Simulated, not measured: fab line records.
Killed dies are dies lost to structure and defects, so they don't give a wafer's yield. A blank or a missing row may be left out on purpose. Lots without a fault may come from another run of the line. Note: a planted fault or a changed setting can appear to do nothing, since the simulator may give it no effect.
Comparing a struck lot with a sound one | flow rit cmos | 17 out of 202 route steps
Sound: wafers L299.1, L299.4, L299.5. The struck wafers were L302.1, L302.3, L302.5. At the end, the cause is stated.
Per side, at each step with rows, come the tool, then ch with its chambers, and then its first start. Under that, the readings that differ: sound wafers | struck wafers | difference of the means | sigmas: that difference in standard deviations of wafers without a fault.
alike: same words and numbers on both sides, and readings whose means sit less than 2 such deviations apart. not compared: any withheld reading, any reading some wafer has no value for, any bound like >300 that may hide the same value, and any number with overlapping values for which the record gives no deviation.
Wherever a step has rows on one side only, a row that says differs or no value, or a row with sigmas, the two part there. Numbers that have no deviation but don't overlap get no sigmas and don't part them. A reading that every wafer of one side lacks parts them only if that side has two wafers or more.

RIT_PWELL_TW_MEAS_10:
  struck on film metro-04, day 5 18:14; sound on film metro-01, day 5 06:36
  reading  | sound       | struck      | difference | sigmas
  PWELL_TW | 933 926 932 | 957 959 960 | +28        | +2
then, 1 step without rows for these wafers: RIT_WELLDRIVE_ANNEAL_00 (time 14700 s).
RIT_WELLDRIVE_RS_MEAS_01: the measuring method here is four-point-probe.
  struck on film metro-04, day 6 00:01; sound on film metro-03, day 5 11:44
  alike: NWELL_RS
RIT_WELLDRIVE_RS_MEAS_02: the measuring method here is four-point-probe.
  struck on film metro-04, day 6 00:08; sound on film metro-03, day 5 11:52
  alike: PWELL_RS
then, 6 steps without rows for these wafers: RIT_NRETRO_HMDS_00 (prime time 60 s); RIT_NRETRO_COAT_01 (resist thk 1300 nm); RIT_NRETRO_SOFTBAKE_02 (time 60 s); RIT_NRETRO_EXPOSE_03 (exposes mask M4, target cd 43900 nm); RIT_NRETRO_PEB_04; RIT_NRETRO_DEVELOP_05 (develop time 68 s).
RIT_NRETRO_OVL_MEAS_06:
  struck on overlay-02, day 6 01:08; sound on overlay-01, day 5 12:56
  reading         | sound       | struck         | difference | sigmas
  NRETRO_OVL (nm) | 2.2 1.2 1.8 | -1.9 -1.2 -0.9 | -3.1       | -2
then, 1 step without rows for these wafers: RIT_NRETRO_HARDBAKE_07 (time 120 s).
RIT_NRETRO_IMPLANT_08:
  sound on implanter-03 ch 0, day 5 13:13; struck on implanter-01 ch 0, day 6 01:26
  reading            | sound                         | struck                        | difference | sigmas
  dose ions cm2      | 9.994e+12 9.998e+12 9.997e+12 | 8.306e+12 8.296e+12 8.293e+12 | -1.698e+12 | -99 or more
  faraday current uA | 31.6 32.1 31.5                | 26.2 26.8 26.9                | -5.1       | -8
RIT_NRETRO_STRIP_09: strips in O2, time 180 s.
  sound on plasma asher-02 ch 0,1, day 5 13:22; struck on plasma asher-02 ch 1, day 6 01:35
  alike: drypump motor current A
  not compared: rf hours counter h
RIT_NRETRO_TW_MEAS_10:
  struck on film metro-01, day 6 01:45; sound on film metro-04, day 5 13:32
  reading   | sound          | struck      | difference | sigmas
  NRETRO_TW | 1058 1059 1063 | 961 963 959 | -99        | -7
then, 1 step without rows for these wafers: RIT_PRETRO_HMDS_00 (prime time 60 s).
RIT_M1_PROBE_99:
  struck on prober-02, day 7 04:14; sound on prober-01, day 6 17:06
  reading                                 | sound                | struck               | difference | sigmas
  model.etest.well edge right.line ohm um | 180.4 180.4 181.6    | 187.7 188.5 185.3    | +6.4       |
  model.etest.pmos_0p3.off log10 a um     | -12.73 -12.87 -12.83 | -12.69 -12.45 -12.71 | +0.19      |
  alike: killed at contacts, killed at front end, killed dies, killed open, killed short
  not compared: model.etest.pmos narrow.drive ua um, model.etest.pmos_0p3.drive ua um, model.etest.well edge left.line ohm um, model.etest.pmos_0p15.off log10 a um, model.etest.retro edge pmos.off log10 a um, model.etest.pmos narrow.off log10 a um

== WHERE THEY PART ==
First at RIT_PWELL_TW_MEAS_10; last, within this record, at RIT_NRETRO_TW_MEAS_10. Later steps at which nothing parts them and some readings are alike: RIT_M1_PROBE_99.

WHY: what the simulator had put in
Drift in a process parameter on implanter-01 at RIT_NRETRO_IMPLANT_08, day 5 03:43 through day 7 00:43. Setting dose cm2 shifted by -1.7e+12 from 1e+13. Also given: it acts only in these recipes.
